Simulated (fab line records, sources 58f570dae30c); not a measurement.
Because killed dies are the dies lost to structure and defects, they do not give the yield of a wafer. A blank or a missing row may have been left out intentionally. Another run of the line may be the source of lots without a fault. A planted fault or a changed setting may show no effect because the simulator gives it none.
A single fault, viewed from 2 desks ; flow berkeley-cmos170 ; each desk holds nothing but its own numbers, with what lay behind them at the end

## TOOL OWNER'S DESK, litho-track-04
The tool's own readings at UCB170_PVT_SOFTBAKE_02 (time 60 s): means of the sampled wafers that have a number, for each lot that ran on this tool. A lot is out of limits, marked OUT, if its mean lies more than 4 standard deviations from the usual mean; the brackets give that distance.
Columns: A = heater-power-total-W at UCB170_PVT_SOFTBAKE_02, usual 56.80 W; B = run-length-s at UCB170_PVT_SOFTBAKE_02, usual 89.04 s
lot;first seen here;A;B
L353;day 7 04:41;56.79;89.21
L356;day 7 10:49;62.21 (+99 or more) OUT;73.05 (-89) OUT
L357;day 7 11:19;62.20 (+99 or more) OUT;73.08 (-89) OUT
L360;day 8 09:43;62.13 (+99 or more) OUT;73.17 (-88) OUT
This desk's verdict: out of limits on L356, L357, L360, starting with L356 at day 7 10:49 (heater-power-total-W at UCB170_PVT_SOFTBAKE_02). L353 stayed within limits.

## AT THE METROLOGY DESK
Means of the sampled wafers that have a number, per lot and without regard to the tool the lot ran on: this is what the gauges read. A lot is out of limits, marked OUT, if its mean lies more than 4 standard deviations from the usual mean; the brackets give that distance.
Columns: A = WELLDRIVE_OXIDE_THK at UCB170_WELLDRIVE_THK_MEAS_02, usual 200 nm; B = ACTIVE_OXIDE_THK at UCB170_ACTIVE_THK_MEAS_03, usual 26.6 nm; C = GATE_OXIDE_THK at UCB170_GATE_THK_MEAS_02, usual 6.64 nm
lot;first seen here;A;B;C
L354;day 4 13:09;198;26.8;6.80
L353;day 4 13:10;202;26.3;6.83
L355;day 4 19:39;199;26.2;6.71
L356;day 4 19:39;195;26.2;6.61
L352;day 4 19:40;196;25.8;6.48
L357;day 4 19:44;197;26.5;6.63
L360;day 5 22:05;199;27.0;6.53
L361;day 6 04:16;198;28.1;6.71
L364;day 6 08:05;196;27.7;6.71
L366;day 7 03:24;206;26.4;6.68
L370;day 7 11:26;205;26.2;6.62
L371;day 7 16:42;198;26.5;6.64
L372;day 7 16:43;208;26.6;6.41
L373;day 8 10:06;201;26.4;6.72
L375;day 8 10:07;201;27.1;6.76
Finding of this desk: none of the 15 lots has anything out of limits.

## PUT TOGETHER
An alarm could have come from the tool owner's desk at day 7 10:49, on L356, L357, L360.
Metrology desk: nothing out of limits seen.
The metrology desk holds a record of L356, L357, L360, inside its limits.
The lots listed all ran UCB170_PVT_SOFTBAKE_02 on litho-track-04.

## WHAT THE SIMULATOR HAD PUT IN
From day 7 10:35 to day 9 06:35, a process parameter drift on litho-track-04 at UCB170_PVT_SOFTBAKE_02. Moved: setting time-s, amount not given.
Struck lots among those shown: L356, L357, L360.
Each desk's first reading out of limits, in hours after the fault started: the tool owner's desk, 0.
